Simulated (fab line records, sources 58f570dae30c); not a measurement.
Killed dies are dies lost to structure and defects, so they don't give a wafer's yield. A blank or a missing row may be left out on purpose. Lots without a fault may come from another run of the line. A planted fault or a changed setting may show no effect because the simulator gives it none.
Split-lot experiment | flow berkeley_cmos170 | 5 lots, 17 wafers read, on a route of 331 steps

THE SPLIT
At UCB170_PWELL_CVD_05 (deposits Si3N4 from SiH2Cl2/NH3, target thk 220 nm, time 3300 s), the setting sih2cl2_flow_sccm was moved away from the recipe's 25 sccm on 12 of the 17 wafers read, by -8.8% to +4.8%. The other wafers ran this setting at the recipe's value.

FROM THE SPLIT TO THE READING: what the file shows between them, 2 steps
- UCB170_PWELL_HMDS_07: prime time 60 s
- UCB170_PWELL_DEVELOP_12: develop time 45 s

THE READING
etch.depth_nm (the simulator's own value, which no gauge read), in nm, at UCB170_PWELL_ETCH_14 (etches Si3N4 in CH3F/Ar/O2, stops on SiO2, target depth 242 nm, time 151 s). The file gives no usual value for it. The 5 wafers here that ran the recipe average 219.2 nm, standard deviation 0.71 nm.

wafer  | tool, chamber at the split | sih2cl2_flow_sccm as run, sccm | against the recipe | etch.depth_nm, nm | against lot-mates on the recipe
L076.1 | lpcvd-02, 1                | 25                             | recipe             | 218.4             | -
L076.2 | lpcvd-02, 1                | 25                             | recipe             | 218.7             | -
L076.6 | lpcvd-02, 1                | 25                             | recipe             | 219.8             | -
L077.3 | -, -                       | 23.11                          | -7.6%              | 215.3             | no lot-mate on the recipe
L077.5 | -, -                       | 23.11                          | -7.6%              | 214.8             | no lot-mate on the recipe
L078.1 | -, -                       | 25                             | recipe             | 218.9             | -
L078.6 | -, -                       | 25                             | recipe             | 220.3             | -
L080.1 | -, -                       | 26.21                          | +4.8%              | 221.6             | no lot-mate on the recipe
L080.5 | -, -                       | 26.21                          | +4.8%              | 221.6             | no lot-mate on the recipe
L080.2 | -, -                       | 26.21                          | +4.8%              | 220.8             | no lot-mate on the recipe
L080.4 | -, -                       | 26.21                          | +4.8%              | 222.6             | no lot-mate on the recipe
L080.6 | -, -                       | 26.21                          | +4.8%              | 221.1             | no lot-mate on the recipe
L085.1 | -, -                       | 22.8                           | -8.8%              | 212.1             | no lot-mate on the recipe
L085.2 | -, -                       | 22.8                           | -8.8%              | 210.6             | no lot-mate on the recipe
L085.3 | -, -                       | 22.8                           | -8.8%              | 211.3             | no lot-mate on the recipe
L085.4 | -, -                       | 22.8                           | -8.8%              | 212.5             | no lot-mate on the recipe
L085.6 | -, -                       | 22.8                           | -8.8%              | 212.4             | no lot-mate on the recipe

THE FIT
A straight line over all 17 wafers: etch.depth_nm changes by +0.689 nm for each +1% of sih2cl2_flow_sccm; r = +0.97; the points scatter about the line by 1.1 nm.
Too few moved wafers have a lot-mate on the recipe to fit a line with each lot's own level taken away.

THE WHOLE CHAIN: every reading that the file lists as answering this split, in the file's order
step                 | what it does                                                               | reading                                                                       | change (the file's fit)               | r (the file's)
UCB170_PWELL_CVD_05  | deposits Si3N4 from SiH2Cl2/NH3, target thk 220 nm, time 3300 s            | Si3N4_of_PWELL_CVD_05.thk_nm (the simulator's own value, which no gauge read) | +0.668 nm for each +1% of the setting | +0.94
UCB170_PWELL_ETCH_14 | etches Si3N4 in CH3F/Ar/O2, stops on SiO2, target depth 242 nm, time 151 s | etch.depth_nm (the simulator's own value, which no gauge read)                | +0.689 nm for each +1% of the setting | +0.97

THE FILE'S OWN FIT
etch.depth_nm changes by +0.689 nm for each +1% of sih2cl2_flow_sccm, r = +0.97.
